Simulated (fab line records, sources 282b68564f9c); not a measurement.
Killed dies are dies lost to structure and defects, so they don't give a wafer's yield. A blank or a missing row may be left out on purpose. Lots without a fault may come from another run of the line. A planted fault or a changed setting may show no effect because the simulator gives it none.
A struck lot beside a sound one | flow rit_cmos | 14 steps out of a route of 202
Sound: wafers L164.3, L164.4, L164.6. Struck: wafers L178.1, L178.4, L178.5. The cause comes at the end.
At each step with rows: each side's tool, then ch and its chambers, then its first start. Under that, the readings that differ: sound wafers | struck wafers | difference of the means | sigmas: that difference in standard deviations of wafers without a fault.
alike: readings whose means differ by less than 2 such deviations, and words and numbers that are the same on both sides. not compared: withheld readings, readings that some wafer has no value for, bounds like >300 that may hide the same value, and numbers for which the record gives no deviation and whose values overlap.
The two part at a step that has a row with sigmas, a row that says differs or no value, or rows on one side only. Numbers that don't overlap but have no deviation are shown without sigmas and don't part them. A reading that every wafer of one side lacks parts them only if that side has two wafers or more.

first, 3 steps without rows for these wafers: RIT_NRETRO_EXPOSE_03 (exposes mask M4, target cd 43900 nm); RIT_NRETRO_PEB_04; RIT_NRETRO_DEVELOP_05 (develop time 68 s).
RIT_NRETRO_OVL_MEAS_06:
  sound on overlay-01, day 2 10:03; struck on overlay-01, day 5 12:16
  alike: NRETRO_OVL
then, 2 steps without rows for these wafers: RIT_NRETRO_HARDBAKE_07 (time 120 s); RIT_NRETRO_IMPLANT_08.
RIT_NRETRO_STRIP_09: strips in O2, time 180 s.
  sound on plasma_asher-03 ch 0,1, day 2 10:32; struck on plasma_asher-02 ch 0, day 5 12:41
  alike: drypump_motor_current_A, o2_flow_sccm
  not compared: rf_hours_counter_h
RIT_NRETRO_TW_MEAS_10:
  sound on film_metro-04, day 2 10:40; struck on film_metro-02, day 5 12:52
  alike: NRETRO_TW
then, 4 steps without rows for these wafers: RIT_PRETRO_HMDS_00 (prime time 60 s); RIT_PRETRO_COAT_01 (resist thk 1300 nm); RIT_PRETRO_SOFTBAKE_02 (time 60 s); RIT_PRETRO_EXPOSE_03 (exposes mask M5, target cd 43700 nm).
RIT_PRETRO_PEB_04:
  sound on litho_track-03 ch 0, day 2 11:27; struck on litho_track-03, day 5 13:37
  reading         | sound          | struck | difference                    | sigmas
  exhaust_pa (Pa) | 45.6 44.5 44.4 | - - -  | no value on the struck wafers |
  not compared: chill_plate_temp_C
then, 1 step without rows for these wafers: RIT_PRETRO_DEVELOP_05 (develop time 68 s).

WHERE THEY PART
Only at RIT_PRETRO_PEB_04, within this record.

WHY: what the simulator had put in
Skipped step whole: litho_track-03, from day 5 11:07 on, at RIT_PRETRO_PEB_04. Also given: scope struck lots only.
